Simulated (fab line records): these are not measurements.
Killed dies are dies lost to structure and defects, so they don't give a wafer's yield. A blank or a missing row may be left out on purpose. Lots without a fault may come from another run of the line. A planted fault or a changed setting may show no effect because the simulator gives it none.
A struck lot beside a sound one :: flow rit cmos :: 17 out of 202 route steps
Sound: the wafers L202.2, L202.3, L202.5. The struck wafers were L213.1, L213.3, L213.5. The cause is named last.
Per side, at each step with rows, come the tool, then ch with its chambers, and then its first start. Under that, the readings that differ: sound wafers :: struck wafers :: difference of the means :: sigmas: that difference in standard deviations of wafers without a fault.
alike: a reading whose means differ by less than 2 such deviations, as well as words and numbers matching on both sides. not compared: withheld readings; readings where some wafer has no value; bounds like >300 that might hide an equal value; numbers whose values overlap and for which the record gives no deviation.
The two part at a step that has a row with sigmas, a row that says differs or no value, or rows on one side only. Numbers that have no deviation but don't overlap get no sigmas and don't part them. A reading that every wafer of one side lacks parts them only if that side has two wafers or more.

first, 1 step without rows for these wafers: RIT_PRETRO_DEVELOP_05 (develop time 68 s).
RIT_PRETRO_OVL_MEAS_06:
  sound: overlay-02 at day 3 03:12; struck: overlay-02 at day 5 09:20
reading: PRETRO_OVL (nm)
sound: -2.9 -3.0 -3.1
struck: 1.1 0.6 1.7
difference: +4.1
sigmas: +3
then, 2 steps without rows for these wafers: RIT_PRETRO_HARDBAKE_07 (time 120 s); RIT_PRETRO_IMPLANT_08.
RIT_PRETRO_STRIP_09: strips in O2, time 180 s.
  sound on plasma asher-02 ch 0, day 3 03:38; struck on plasma asher-04 ch 0,1, day 5 09:52
  alike: drypump motor current A
  not compared: rf hours counter h
RIT_PRETRO_TW_MEAS_10:
  sound: film metro-03 at day 3 03:49; struck: film metro-03 at day 5 10:02
  alike: PRETRO_TW
then, 5 steps without rows for these wafers: RIT_GATE_WET_ETCH_00 (etches SiO2 in BOE, target depth 56 nm, time 60 s); RIT_GATE_CLEAN_01 (cleans in SC1, time 600 s); RIT_GATE_CLEAN_02 (cleans in dHF, time 30 s); RIT_GATE_CLEAN_03 (cleans in SC2, time 600 s); RIT_GATE_CLEAN_04 (cleans in dHF, time 60 s).
RIT_FOX2_THK_MEAS_91:
  sound: film metro-03 at day 3 04:17; struck: film metro-02 at day 5 10:31
  alike: FIELD_OXIDE_LEFT_2_THK
RIT_GATE_OXIDATION_05: target thk 3 nm, ox time 270 s.
  sound on furnace-03 ch 0, day 3 04:26; struck on furnace-04 ch 0, day 5 10:34
reading: spike tc centre C (C)
sound: 904.1 903.3 901.9
struck: 885.4 885.8 886.6
difference: -17.2
sigmas: -16

reading: spike tc load C (C)
sound: 926.3 925.0 924.1
struck: 911.9 910.3 910.0
difference: -14.4
sigmas: -9

reading: spike tc source C (C)
sound: 924.5 924.3 926.4
struck: 915.0 913.6 914.4
difference: -10.7
sigmas: -4

reading: model.SiO2_of_GATE_OXIDATION_05.thk nm (nm)
sound: 3.072 3.057 3.08
struck: 2.442 2.461 2.468
difference: -0.613
sigmas: 
  alike: tube_center_temp_C_max, zone power load pct
then, 1 step without rows for these wafers: RIT_GATE_ANNEAL_06 (time 600 s).
RIT_GATE_THK_MEAS_07:
  sound: film metro-03 at day 3 05:47; struck: film metro-01 at day 5 11:54
reading: GATE_OXIDE_THK (nm)
sound: 3.06 3.05 3.11
struck: 2.41 2.48 2.46
difference: -0.62
sigmas: -10
then, 1 step without rows for these wafers: RIT_GATE_CVD_08 (deposits poly-Si from SiH4, target thk 250 nm, time 2220 s).
RIT_M1_PROBE_99:
  sound: prober-01 at day 4 05:03; struck: prober-02 at day 6 12:43
reading: model.etest.pmos_0p3.r on ohm um
sound: 6521 6410 6522
struck: 5340 5401 5391
difference: -1107
sigmas: 

reading: model.etest.pmos turned.r on ohm um
sound: 3737 3577 3726
struck: 3081 3084 3131
difference: -581
sigmas: 

reading: model.etest.pmos_0p15.r on ohm um
sound: 2969 2880 2937
struck: 2436 2457 2455
difference: -479
sigmas: 

reading: model.etest.nmos_0p3.r on ohm um
sound: 2236 2224 2219
struck: 1951 1943 1945
difference: -280
sigmas: 

reading: model.etest.nmos_0p15.drive ua um
sound: 441.6 451.3 439.7
struck: 554.1 553.4 541.2
difference: +105.4
sigmas: 

reading: model.etest.nmos_0p15.r on ohm um
sound: 1201 1174 1137
struck: 1060 1043 1053
difference: -119
sigmas: 

reading: model.etest.nmos narrow.drive ua um
sound: 213.7 215.7 207.9
struck: 287.6 283.8 290.6
difference: +74.9
sigmas: 

reading: model.etest.nmos_0p3.drive ua um
sound: 213.9 216.1 211.1
struck: 279.2 277.6 278.7
difference: +64.8
sigmas: 
  alike: killed at contacts, killed at front end, killed dies, killed on rim, killed open, killed short

WHERE THEY PART
Last at RIT_GATE_THK_MEAS_07 as far as this record goes, first at RIT_PRETRO_OVL_MEAS_06. Later steps at which nothing parts them and some readings are alike: RIT_M1_PROBE_99.

WHY: whatever the simulator had introduced
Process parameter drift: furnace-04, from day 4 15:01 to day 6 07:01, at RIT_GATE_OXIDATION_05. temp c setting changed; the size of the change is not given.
